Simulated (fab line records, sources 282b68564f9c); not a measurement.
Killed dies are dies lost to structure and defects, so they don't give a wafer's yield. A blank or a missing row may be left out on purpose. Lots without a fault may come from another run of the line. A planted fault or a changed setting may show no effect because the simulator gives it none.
A struck lot beside a sound one | flow rit_cmos | 44 steps out of a route of 202
Sound: wafers L849.1, L849.2, L849.5. Struck: wafers L863.1, L863.2, L863.3. The cause comes at the end.
At each step with rows: each side's tool, then ch and its chambers, then its first start. Under that, the readings that differ: sound wafers | struck wafers | difference of the means | sigmas: that difference in standard deviations of wafers without a fault.
alike: readings whose means differ by less than 2 such deviations, and words and numbers that are the same on both sides. not compared: withheld readings, readings that some wafer has no value for, bounds like >300 that may hide the same value, and numbers for which the record gives no deviation and whose values overlap.
The two part at a step that has a row with sigmas, a row that says differs or no value, or rows on one side only. Numbers that don't overlap but have no deviation are shown without sigmas and don't part them. A reading that every wafer of one side lacks parts them only if that side has two wafers or more.

first, 4 steps without rows for these wafers: RIT_PLDD_SOFTBAKE_02 (time 60 s); RIT_PLDD_EXPOSE_03 (exposes mask M8, target cd 40900 nm); RIT_PLDD_PEB_04; RIT_PLDD_DEVELOP_05 (develop time 50 s).
RIT_PLDD_OVL_MEAS_06:
  sound on overlay-01, day 4 12:56; struck on overlay-02, day 7 13:41
  alike: PLDD_OVL
then, 2 steps without rows for these wafers: RIT_PLDD_HARDBAKE_07 (time 60 s); RIT_PLDD_IMPLANT_08.
RIT_PLDD_STRIP_09: strips in O2, time 180 s.
  sound on plasma_asher-04 ch 0,1, day 4 13:16; struck on plasma_asher-02 ch 0,1, day 7 14:01
  alike: drypump_motor_current_A
  not compared: rf_hours_counter_h
RIT_PLDD_TW_MEAS_10:
  sound on film_metro-01, day 4 13:26; struck on film_metro-01, day 7 14:12
  alike: PLDD_TW
then, 3 steps without rows for these wafers: RIT_SPACER_CLEAN_00 (cleans in SC1, time 600 s); RIT_SPACER_CLEAN_01 (cleans in dHF, time 30 s); RIT_SPACER_CLEAN_02 (cleans in SC2, time 600 s).
RIT_SPACER_CVD_03: deposits Si3N4 from SiH2Cl2/NH3, target thk 250 nm, time 3300 s.
  sound on lpcvd-01 ch 0, day 4 13:52; struck on lpcvd-02 ch 0, day 7 16:05
  reading                                  | sound           | struck          | difference | sigmas
  model.Si3N4_of_SPACER_CVD_03.thk_nm (nm) | 251 253.5 254.4 | 265 269.4 267.3 | +14        |
  alike: nh3_flow_sccm
RIT_SPACER_THK_MEAS_04:
  sound on film_metro-04, day 4 15:47; struck on film_metro-04, day 7 18:01
  reading                 | sound             | struck            | difference | sigmas
  SPACER_NITRIDE_THK (nm) | 250.8 253.8 254.4 | 265.0 269.4 267.3 | +14.2      | +7
RIT_SPACER_ETCHBACK_05: etches Si3N4 in SF6/CHF3, stops on SiO2, target depth 250 nm, time 240 s.
  sound on rie_diel-01 ch 0,1,3, day 4 15:50; struck on rie_diel-03 ch 0,1,2, day 7 18:04
  reading                  | sound           | struck          | difference | sigmas
  model.etch.depth_nm (nm) | 251 253.5 254.4 | 265 269.4 267.3 | +14        |
  alike: SF6_flow_sccm, drypump_motor_current_A, oes_product_au, throttle_valve_pct
  not compared: rf_hours_counter_h
then, 6 steps without rows for these wafers: RIT_NSD_HMDS_00 (prime time 60 s); RIT_NSD_COAT_01 (resist thk 1000 nm); RIT_NSD_SOFTBAKE_02 (time 60 s); RIT_NSD_EXPOSE_03 (exposes mask M9, target cd 40700 nm); RIT_NSD_PEB_04; RIT_NSD_DEVELOP_05 (develop time 50 s).
RIT_NSD_OVL_MEAS_06:
  sound on overlay-01, day 4 16:50; struck on overlay-01, day 7 19:12
  alike: NSD_OVL
then, 2 steps without rows for these wafers: RIT_NSD_HARDBAKE_07 (time 60 s); RIT_NSD_IMPLANT_08.
RIT_NSD_STRIP_09: strips in O2, time 180 s.
  sound on plasma_asher-04 ch 0,1, day 4 17:11; struck on plasma_asher-03 ch 0,1, day 7 19:32
  alike: drypump_motor_current_A
  not compared: rf_hours_counter_h
RIT_NSD_TW_MEAS_10:
  sound on film_metro-02, day 4 17:21; struck on film_metro-03, day 7 19:43
  reading | sound          | struck         | difference | sigmas
  NSD_TW  | 3154 3142 3155 | 3084 3094 3085 | -63        | -2
then, 6 steps without rows for these wafers: RIT_PSD_HMDS_00 (prime time 60 s); RIT_PSD_COAT_01 (resist thk 1000 nm); RIT_PSD_SOFTBAKE_02 (time 60 s); RIT_PSD_EXPOSE_03 (exposes mask M10, target cd 40900 nm); RIT_PSD_PEB_04; RIT_PSD_DEVELOP_05 (develop time 50 s).
RIT_PSD_OVL_MEAS_06:
  sound on overlay-02, day 4 18:16; struck on overlay-01, day 7 20:49
  alike: PSD_OVL
then, 2 steps without rows for these wafers: RIT_PSD_HARDBAKE_07 (time 60 s); RIT_PSD_IMPLANT_08.
RIT_PSD_STRIP_09: strips in O2, time 180 s.
  sound on plasma_asher-01 ch 0,1, day 4 18:36; struck on plasma_asher-01 ch 0,1, day 7 21:10
  alike: drypump_motor_current_A
  not compared: rf_hours_counter_h
RIT_PSD_TW_MEAS_10:
  sound on film_metro-02, day 4 18:47; struck on film_metro-01, day 7 21:20
  alike: PSD_TW
then, 3 steps without rows for these wafers: RIT_SDANNEAL_CLEAN_00 (cleans in SC1, time 600 s); RIT_SDANNEAL_CLEAN_01 (cleans in dHF, time 30 s); RIT_SDANNEAL_CLEAN_02 (cleans in SC2, time 600 s).
RIT_SDANNEAL_RTA_03: time 5 s.
  sound on rtp_anneal-01 ch 0, day 4 19:12; struck on rtp_anneal-01 ch 0, day 7 21:46
  alike: wafer_temp_C_max
RIT_SDANNEAL_RS_MEAS_04: measures by four-point-probe.
  sound on film_metro-03, day 4 19:16; struck on film_metro-03, day 7 21:49
  alike: PSD_RS
RIT_SILICIDE_WET_ETCH_00: etches SiO2 in BOE, target depth 14 nm, time 15 s.
  sound on wet_bench-04 ch 3, day 4 19:44; struck on wet_bench-02 ch 0, day 7 22:18
  reading                                  | sound             | struck            | difference | sigmas
  model.Si3N4_of_SPACER_CVD_03.thk_nm (nm) | 196.4 198.7 198.8 | 208.4 211.6 210.2 | +12.1      |
RIT_M1_PROBE_99:
  sound on prober-01, day 5 02:53; struck on prober-01, day 8 05:18
  alike: killed_at_front_end, killed_dies, killed_open, killed_short

WHERE THEY PART
First at RIT_SPACER_THK_MEAS_04; last, within this record, at RIT_NSD_TW_MEAS_10. Later steps at which nothing parts them and some readings are alike: RIT_PSD_OVL_MEAS_06, RIT_PSD_STRIP_09, RIT_PSD_TW_MEAS_10, RIT_SDANNEAL_RTA_03, RIT_SDANNEAL_RS_MEAS_04, RIT_M1_PROBE_99.

WHY: what the simulator had put in
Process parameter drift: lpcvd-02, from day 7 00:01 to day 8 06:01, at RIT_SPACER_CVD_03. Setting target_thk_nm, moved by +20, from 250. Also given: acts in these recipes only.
